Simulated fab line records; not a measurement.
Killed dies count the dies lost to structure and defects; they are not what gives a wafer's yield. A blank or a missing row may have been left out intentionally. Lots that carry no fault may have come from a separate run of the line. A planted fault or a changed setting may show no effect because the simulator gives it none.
fab line records    flow rit-cmos
[record] lots = 13  wafers = 39  last-day = 7
route steps=202 shown M1@184
lots untouched by any fault: they come from a run of this same line in which no faults occurred
start-h: hours from the record's first day to the start of the lot's first wafer shown    wait-h: hours since the lot's step before    " same as the row above    L1.1+2: one row covering several wafers at once    - no value present, or no start provided    * or withheld: withheld    < > ~ a bound
route shown NAME@n: NAME is a module with steps in the file, n the number in the route of the first one    usual: mean and standard deviation over wafers with no fault    same: alike in all rows    chamber/n: place in a boat    sites: each site's reading    _std_site: standard deviation of those values    _edge_site: inner sites' mean taken away from outer sites' mean    radius-mm: for every site, how far away it sits from the centre of the wafer    mask NAME#n: copy n    behind: the tool/chamber that last shaped the wafer    hold: reason for holding the lot/hours on hold/outcome of the hold    device: names the non-switching transistor (n, p or np)    end of line: the same wafers' tests at the end of the route    a step without rows: its recipe alone    killed: dies lost to structure and defects at the first sort, not the wafer's yield    map: a wafer's dies, marking killed ones x, the rest . and places with no die _
set.NAME: setting as actually run; set.NAME@STEP: the setting as run at that earlier step    model.NAME: the simulator's own value behind a step, which no gauge read
route steps across a sampled set of lots; one table per step, one row per wafer
services: the hour from which a tool's chamber was out of use, counted from the record's first day as start-h (under 0 if before that day), plus the number of hours and why
[[steps]]
[step RIT_M1_SPUTTER_00]
[recipe] material = Al  target-thk-nm = 400  power-w = 2000  chamber-pressure-pa = 0.4  gas = Ar  time-s = 500  substrate-temp-c = 25
[usual] substrate-temp-c = 25.00/0.1  throttle-valve-pct = 30.0/1.1
lot.wafer  tool            chamber  start-h  wait-h  substrate-temp-c  throttle-valve-pct
L803.4     pvd-sputter-03  -        54.41    0.0     24.92             31.0
L803.5     "               -        "        "       24.89             31.3
L803.6     "               -        "        "       24.95             28.7
L804.1     pvd-sputter-04  -        60.27    0.0     24.96             29.2
L804.2     "               -        "        "       24.87             31.3
L804.5     "               -        "        "       25.01             31.2
L805.4     pvd-sputter-03  -        66.49    0.0     25.00             31.1
L805.5     "               -        "        "       25.16             28.5
L805.6     "               -        "        "       24.86             31.1
L806.1     pvd-sputter-03  -        71.28    0.0     25.19             29.9
L806.4     "               -        "        "       24.88             28.7
L806.5     "               -        "        "       25.10             29.9
L807.2     pvd-sputter-04  -        73.33    0.0     25.11             31.6
L807.3     "               -        "        "       24.98             28.6
L807.6     "               -        "        "       25.00             31.3
L809.3     pvd-sputter-04  -        84.97    0.0     25.12             28.8
L809.5     "               -        "        "       25.11             28.9
L809.6     "               -        "        "       25.04             29.0
L812.3     pvd-sputter-03  -        97.92    0.0     24.79             31.0
L812.5     "               -        "        "       25.01             29.0
L812.6     "               -        "        "       25.01             31.0
L813.2     pvd-sputter-04  -        103.93   0.0     25.02             28.8
L813.5     "               -        "        "       25.03             29.2
L813.6     "               -        "        "       25.02             31.5
L818.1     pvd-sputter-03  -        132.14   0.0     25.22             28.9
L818.2     "               -        "        "       25.05             28.6
L818.5     "               -        "        "       25.16             31.2
L820.1     pvd-sputter-03  -        139.09   0.0     24.97             29.9
L820.3     "               -        "        "       24.82             28.5
L820.4     "               -        "        "       24.97             30.9
L822.2     pvd-sputter-03  -        148.42   0.0     24.95             31.1
L822.5     "               -        "        "       25.01             28.6
L822.6     "               -        "        "       24.93             31.2
L824.4     pvd-sputter-02  -        160.06   0.0     25.04             30.9
L824.5     "               -        "        "       25.09             30.7
L824.6     "               -        "        "       25.12             29.7
L825.1     pvd-sputter-03  -        168.27   0.0     24.90             28.8
L825.4     "               -        "        "       24.92             29.7
L825.5     "               -        "        "       25.03             28.6
[step RIT_M1_RS_MEAS_01]
[recipe] thk-meas-gauge = four-point-probe  reads = Al_of_M1_SPUTTER_00
[usual] M1_AL_RS = 0.0737/0.00071
lot.wafer  tool           chamber  start-h  wait-h  M1_AL_RS[ohm/sq]
L803.4     film-metro-03  -        54.76    0.2     0.0737
L803.5     "              -        "        "       0.0751
L803.6     "              -        "        "       0.0739
L804.1     film-metro-03  -        60.57    0.1     0.0744
L804.2     "              -        "        "       0.0739
L804.5     "              -        "        "       0.0744
L805.4     film-metro-03  -        66.84    0.2     0.0742
L805.5     "              -        "        "       0.0734
L805.6     "              -        "        "       0.0742
L806.1     film-metro-02  -        71.58    0.1     0.0747
L806.4     "              -        "        "       0.0742
L806.5     "              -        "        "       0.0753
L807.2     film-metro-04  -        73.65    0.2     0.0749
L807.3     "              -        "        "       0.0745
L807.6     "              -        "        "       0.0751
L809.3     film-metro-02  -        85.30    0.2     0.0731
L809.5     "              -        "        "       0.0731
L809.6     "              -        "        "       0.0735
L812.3     film-metro-03  -        98.25    0.2     0.0744
L812.5     "              -        "        "       0.0746
L812.6     "              -        "        "       0.0742
L813.2     film-metro-02  -        104.27   0.2     0.1133
L813.5     "              -        "        "       0.1127
L813.6     "              -        "        "       0.1126
L818.1     film-metro-02  -        132.43   0.1     0.0745
L818.2     "              -        "        "       0.0736
L818.5     "              -        "        "       0.0743
L820.1     film-metro-02  -        139.38   0.1     0.0744
L820.3     "              -        "        "       0.0730
L820.4     "              -        "        "       0.0739
L822.2     film-metro-04  -        148.73   0.2     0.0734
L822.5     "              -        "        "       0.0736
L822.6     "              -        "        "       0.0740
L824.4     film-metro-03  -        160.41   0.2     0.0726
L824.5     "              -        "        "       0.0731
L824.6     "              -        "        "       0.0729
L825.1     film-metro-03  -        168.57   0.1     0.0736
L825.4     "              -        "        "       0.0734
L825.5     "              -        "        "       0.0730
[step RIT_M1_THK_MEAS_02]
[recipe] thk-meas-gauge = xrf  reads = Al_of_M1_SPUTTER_00
[usual] M1_AL_THK = 406/4.7
lot.wafer  tool           chamber  start-h  wait-h  M1_AL_THK[nm]
L803.4     film-metro-03  -        54.85    0.1     405
L803.5     "              -        "        "       399
L803.6     "              -        "        "       403
L804.1     film-metro-03  -        60.69    0.1     403
L804.2     "              -        "        "       404
L804.5     "              -        "        "       403
L805.4     film-metro-03  -        66.93    0.1     404
L805.5     "              -        "        "       409
L805.6     "              -        "        "       404
L806.1     film-metro-02  -        71.70    0.1     398
L806.4     "              -        "        "       400
L806.5     "              -        "        "       394
L807.2     film-metro-04  -        73.76    0.1     404
L807.3     "              -        "        "       405
L807.6     "              -        "        "       401
L809.3     film-metro-02  -        85.40    0.1     407
L809.5     "              -        "        "       408
L809.6     "              -        "        "       405
L812.3     film-metro-03  -        98.35    0.1     403
L812.5     "              -        "        "       402
L812.6     "              -        "        "       404
L813.2     film-metro-02  -        104.38   0.1     267
L813.5     "              -        "        "       268
L813.6     "              -        "        "       269
L818.1     film-metro-02  -        132.55   0.1     397
L818.2     "              -        "        "       401
L818.5     "              -        "        "       398
L820.1     film-metro-02  -        139.50   0.1     398
L820.3     "              -        "        "       408
L820.4     "              -        "        "       406
L822.2     film-metro-04  -        148.84   0.1     411
L822.5     "              -        "        "       413
L822.6     "              -        "        "       408
L824.4     film-metro-03  -        160.50   0.1     409
L824.5     "              -        "        "       409
L824.6     "              -        "        "       408
L825.1     film-metro-03  -        168.69   0.1     410
L825.4     "              -        "        "       410
L825.5     "              -        "        "       409
[step RIT_M1_METAL_ETCH_12]
[recipe] stop-on = SiO2  chemistry = Cl2/BCl3  target = Al  time-s = 165  over-etch-frac = 0.5  pressure-mtorr = 100  target-depth-a = 6000  rf-w = 250  Cl2_flow_sccm = 60  bcl3-flow-sccm = 50
[usual] bcl3-flow-sccm = 49.99/0.16  drypump-motor-current-A = 5.76/0.21  he-backside-leak-sccm = 3.3/0.35  oes-product-au = 0.774/0.016  throttle-valve-pct = 8.30/0.13
lot.wafer  tool          chamber  start-h  wait-h  bcl3-flow-sccm  drypump-motor-current-A  he-backside-leak-sccm  oes-product-au  rf-hours-counter-h  throttle-valve-pct
L803.4     rie-metal-01  1        56.22    0.1     50.03           5.54                     3.0                    0.747           -                   8.16
L803.5     "             0        "        "       50.12           5.70                     3.6                    0.754           -                   8.47
L803.6     "             1        "        "       49.88           5.54                     3.4                    0.759           -                   8.16
L804.1     rie-metal-03  0        62.03    0.2     50.09           5.71                     3.3                    0.773           2                   8.34
L804.2     "             1        "        "       50.11           6.20                     3.0                    0.796           2                   8.10
L804.5     "             1        "        "       49.89           6.22                     3.0                    0.797           -                   8.12
L805.4     rie-metal-04  1        68.44    0.1     50.26           5.71                     5.9                    0.776           -                   8.26
L805.5     "             0        "        "       49.88           5.75                     3.3                    0.779           -                   8.44
L805.6     "             1        "        "       50.00           5.72                     3.6                    0.780           -                   8.28
L806.1     rie-metal-01  0        73.04    0.2     49.97           5.70                     3.3                    0.751           33                  8.49
L806.4     "             1        "        "       49.59           5.52                     3.0                    0.748           -                   8.17
L806.5     "             0        "        "       50.08           5.68                     3.5                    0.747           -                   8.47
L807.2     rie-metal-03  1        75.22    0.2     50.14           6.19                     3.0                    0.796           3                   8.10
L807.3     "             1        "        "       49.99           6.18                     3.2                    0.791           -                   8.11
L807.6     "             0        "        "       50.07           5.70                     3.4                    0.763           -                   8.35
L809.3     rie-metal-01  1        86.85    0.2     49.85           5.53                     3.2                    0.758           -                   8.17
L809.5     "             0        "        "       50.25           5.72                     3.5                    0.763           -                   8.47
L809.6     "             1        "        "       50.07           5.54                     3.2                    0.759           -                   8.15
L812.3     rie-metal-01  1        99.79    0.2     50.18           5.55                     3.5                    0.758           -                   8.17
L812.5     "             0        "        "       50.23           5.68                     3.5                    0.760           -                   8.48
L812.6     "             1        "        "       49.81           5.53                     3.4                    0.755           -                   8.18
L813.2     rie-metal-03  0        105.71   0.2     49.94           5.69                     3.4                    0.619           3                   8.37
L813.5     "             0        "        "       49.73           5.70                     3.3                    0.628           -                   8.36
L813.6     "             1        "        "       50.20           6.20                     3.2                    0.650           -                   8.13
L818.1     rie-metal-01  1        134.17   0.2     49.92           5.54                     3.2                    0.749           36                  8.18
L818.2     "             0        "        "       49.85           5.67                     3.5                    0.758           34                  8.47
L818.5     "             0        "        "       50.08           5.70                     3.5                    0.757           -                   8.48
L820.1     rie-metal-04  1        140.85   0.2     50.28           5.71                     3.5                    0.776           1                   8.25
L820.3     "             1        "        "       49.91           5.71                     3.4                    0.782           -                   8.26
L820.4     "             0        "        "       50.04           5.69                     3.1                    0.775           -                   8.42
L822.2     rie-metal-04  1        150.29   0.2     49.88           5.70                     3.1                    0.777           2                   8.27
L822.5     "             1        "        "       49.93           5.72                     3.2                    0.779           -                   8.27
L822.6     "             0        "        "       50.00           5.77                     3.2                    0.777           -                   8.42
L824.4     rie-metal-03  1        162.02   0.1     50.04           6.23                     3.1                    0.801           -                   8.14
L824.5     "             1        "        "       49.97           6.23                     3.1                    0.799           -                   8.12
L824.6     "             0        "        "       49.71           5.69                     3.4                    0.776           -                   8.35
L825.1     rie-metal-04  1        170.35   0.2     49.87           5.70                     3.4                    0.781           2                   8.26
L825.4     "             1        "        "       50.01           5.71                     3.3                    0.779           -                   8.27
L825.5     "             0        "        "       49.95           5.73                     3.4                    0.780           -                   8.43
[step RIT_M1_PROBE_99]
[usual] defect-limited-yield = 97.3/1.2  killed_at_M0_to_M3 = 0.0/0.16  killed-at-contacts = 0.0/0.18  killed-at-front-end = 7/3.1  killed-dies = 7/3.1  killed-open = 3.5/2.1  killed-short = 3.5/2  sort_bin_3_pad_short = 0.1/0.2  sort_bin_5_function = 1.5/0.85  sort_bin_6_memory = 1.0/0.68  sort-n-pass = 257/3.1  sort-yield-pct = 97.3/1.2
[same] gross-dies = 264  killed_at_M4_up = 0  killed-at-back-side = 0  killed-at-other = 0
lot.wafer  tool       chamber  start-h  wait-h  defect-limited-yield[%]  killed_at_M0_to_M3  killed-at-contacts  killed-at-front-end  killed-dies  killed-open  killed-short  sort_bin_3_pad_short[%]  sort_bin_5_function[%]  sort_bin_6_memory[%]  sort-n-pass  sort-yield-pct[%]
L807.2     prober-01  -        78.62    0.1     96.6                     0                   0                   9                    9            6            3             0                        1.1                     2.3                   255          96.6
L807.3     prober-01  -        78.67    0.2     97.7                     0                   0                   6                    6            2            4             0                        1.1                     1.1                   258          97.7
L807.6     prober-01  -        78.82    0.2     97.7                     0                   0                   6                    6            2            4             0                        1.5                     0.8                   258          97.7
L812.3     prober-02  -        104.12   0.2     98.5                     0                   0                   4                    4            2            2             0.4                      0.8                     0.4                   260          98.5
L812.5     prober-02  -        104.22   0.2     96.6                     0                   0                   9                    9            2            6             0                        3.0                     0.4                   255          96.6
L812.6     prober-02  -        104.27   0.2     97.3                     0                   0                   7                    7            3            4             0.4                      1.1                     1.1                   257          97.3
L820.1     prober-02  -        143.67   0.1     98.5                     0                   0                   4                    4            1            3             0                        1.5                     0                     260          98.5
L820.3     prober-02  -        143.77   0.2     95.5                     0                   0                   12                   12           5            7             0                        2.7                     1.9                   252          95.5
L820.4     prober-02  -        143.82   0.2     96.2                     0                   0                   10                   10           7            3             0                        1.5                     2.3                   254          96.2
// killed by level:class
L807.2 REOX:geometric-particle:open=2 FOX1:geometric-particle:short=1 FOX1:geometric-particle:open=1 FOX2:geometric-particle:open=1 GATE:geometric-particle:short=1 GATE:geometric-particle:open=1 REOX:geometric-particle:short=1 SILICIDE:geometric-particle:open=1
L807.3 FOX2:geometric-particle:short=3 GATE:geometric-particle:open=2 SPACER:geometric-particle:short=1
L807.6 GATE:geometric-particle:open=2 GATE:geometric-particle:short=2 REOX:geometric-particle:short=2
L812.3 FOX2:geometric-particle:short=1 FOX2:geometric-particle:open=1 SPACER:geometric-particle:short=1 SPACER:geometric-particle:open=1
L812.5 GATE:geometric-particle:short=4 FOX2:geometric-particle:short=1 GATE:geometric-particle:open=1 REOX:geometric-particle:short=1 SPACER:geometric-particle:open=1 PLDD:coat-microbubble-printed=1
L812.6 GATE:geometric-particle:short=2 FOX1:geometric-particle:open=1 FOX2:geometric-particle:short=1 FOX2:geometric-particle:open=1 GATE:geometric-particle:open=1 SILICIDE:geometric-particle:short=1
L820.1 FOX1:geometric-particle:short=1 FOX1:geometric-particle:open=1 SPACER:geometric-particle:short=1 SILICIDE:geometric-particle:short=1
L820.3 SILICIDE:geometric-particle:short=4 FOX2:geometric-particle:open=2 SPACER:geometric-particle:short=2 FOX1:geometric-particle:open=1 GATE:geometric-particle:short=1 SPACER:geometric-particle:open=1 SILICIDE:geometric-particle:open=1
L820.4 GATE:geometric-particle:open=3 SPACER:geometric-particle:open=2 SILICIDE:geometric-particle:open=2 GATE:geometric-particle:short=1 SPACER:geometric-particle:short=1 SILICIDE:geometric-particle:short=1
[[services]]
tool            chamber  start-h  hours  kind
rie-metal-04    -        35.40    0.6    repair
pvd-sputter-02  -        37.68    3.3    repair
rie-metal-01    -        41.26    0.4    repair
pvd-sputter-02  -        49.36    1.4    repair
pvd-sputter-02  -        66.16    9.6    repair
pvd-sputter-02  -        68.66    1.0    repair
rie-metal-01    -        76.68    4.3    pm
pvd-sputter-04  -        116.17   3.9    repair
rie-metal-04    -        134.82   0.4    repair
rie-metal-01    -        136.12   20.0   pm
rie-metal-01    0        136.12   20.0   vent-cycle
rie-metal-01    1        136.12   20.0   vent-cycle
rie-metal-01    0        156.12   -      clean
rie-metal-01    1        156.12   -      clean
pvd-sputter-03  -        156.35   5.7    repair
pvd-sputter-04  -        158.75   11.4   repair
[[key]]
[first-sign] step = RIT_M1_RS_MEAS_01  reading = M1_AL_RS  direction = up  sigmas = 55  usual = 0.0737  struck = 0.1129
[effect] step = RIT_M1_THK_MEAS_02  reading = M1_AL_THK  direction = down  sigmas = 29  usual = 406  struck = 268
[effect] step = RIT_M1_METAL_ETCH_12  reading = oes-product-au  direction = down  sigmas = 8.9  usual = 0.774  struck = 0.632
met-at RIT_M1_SPUTTER_00
struck-lots L813
onset-between 84.97 103.93
[fault] kind = process-parameter-drift  tool = pvd-sputter-04  chamber = -  onset-h = 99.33  steps = RIT_M1_SPUTTER_00  channel = target-thk-nm  offset = -137.11  shape = step  acts-in = these-recipes-only  stated = 400
